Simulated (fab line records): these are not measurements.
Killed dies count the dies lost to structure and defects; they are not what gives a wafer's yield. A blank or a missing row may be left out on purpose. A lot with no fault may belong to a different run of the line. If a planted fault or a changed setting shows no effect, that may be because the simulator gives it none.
Problem report, 8D (eight disciplines) form, completed by code | flow berkeley cmos170 | the parts of the form that need people (team, actions taken, sign-off) are left out

## 1. WHAT IS WRONG
Across 6 wafers from 2 lots, CONTACT_OVL at UCB170_CONTACT_OVL_MEAS_16 averages 57 nm, while fault-free wafers read 1 nm with a standard deviation of 4.3. That puts it +13 standard deviations away from the usual mean.
The first sign was on wafer L873.2 at day 10 01:34, on overlay-01. At this step, 42 wafers from 14 lots have a number in the record. The rule behind "out" and "out of limits": a value lying over 4 standard deviations away from the usual mean. All remaining wafers that have a number are taken as sound.

## 2. WHAT IT IS, WHAT IT ISN'T
question                    | is                     | is not
which readings at this step | CONTACT_OVL            | -
which lots                  | L873, L877             | L862, L863, L864, L865, L866, L867, L869, L879, L881, L882, L884, L885
which wafers of those lots  | all that have a number | -
read on which gauges        | overlay-01             | overlay-02
when                        | from day 10 01:34      | up to then (21 sound wafers); but 15 sound wafers of L879, L881, L882, L884, L885 came after

## 3. WHAT RULES OUT EACH SUSPECT
Counting: any tool at a process step up to the reading is kept as a suspect provided that every lot that is out went through it and no sound lot did after the first of them.
- the gauge at UCB170_CONTACT_OVL_MEAS_16: kept. All the wafers that are out were read on overlay-01, and no step on other tools shows them out.
- krf scanner-02 at UCB170_CONTACT_EXPOSE_12 (exposes mask CONT, target cd 700 nm): kept. Every lot that is out went through it, starting with L873 (day 10 01:01), and after that it ran no sound lot; the last sound lot it ran before then is L864 (day 7 14:46).
After counting, krf scanner-02 at UCB170_CONTACT_EXPOSE_12 and overlay-01 at UCB170_CONTACT_OVL_MEAS_16 remain.

## 4. THE CAUSE (what the simulator had put in)
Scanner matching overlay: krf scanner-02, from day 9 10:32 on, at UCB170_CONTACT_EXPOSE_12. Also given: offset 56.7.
Counting leaves 2 suspects; this tool is one of them.

## 5. SEQUENCE OF EFFECTS, ordered by route
Rows list readings where the struck wafers' mean (over those with a number) sits beyond 3 standard deviations from the usual. Only readings whose record carries a usual standard deviation are examined. hours: median over the lots of the time between each lot's start at the first step of this table that gives one and its start at this step. sigmas: the change, counted in usual standard deviations.
hours | step                       | reading     | usual | on struck wafers | change | sigmas
0     | UCB170_CONTACT_OVL_MEAS_16 | CONTACT_OVL | 1 nm  | 57               | +56    | +13

## 6. HOW IT WOULD HAVE BEEN CAUGHT EARLIER
In this record the first reading out of limits at a measuring or inspecting step was taken at day 10 01:34, 15 hours after the fault began at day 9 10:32.
Among the 2 lots that are out, L877 began UCB170_CONTACT_EXPOSE_12 on krf scanner-02 after day 10 01:34. Had the tool been put on hold then, it would have been spared.
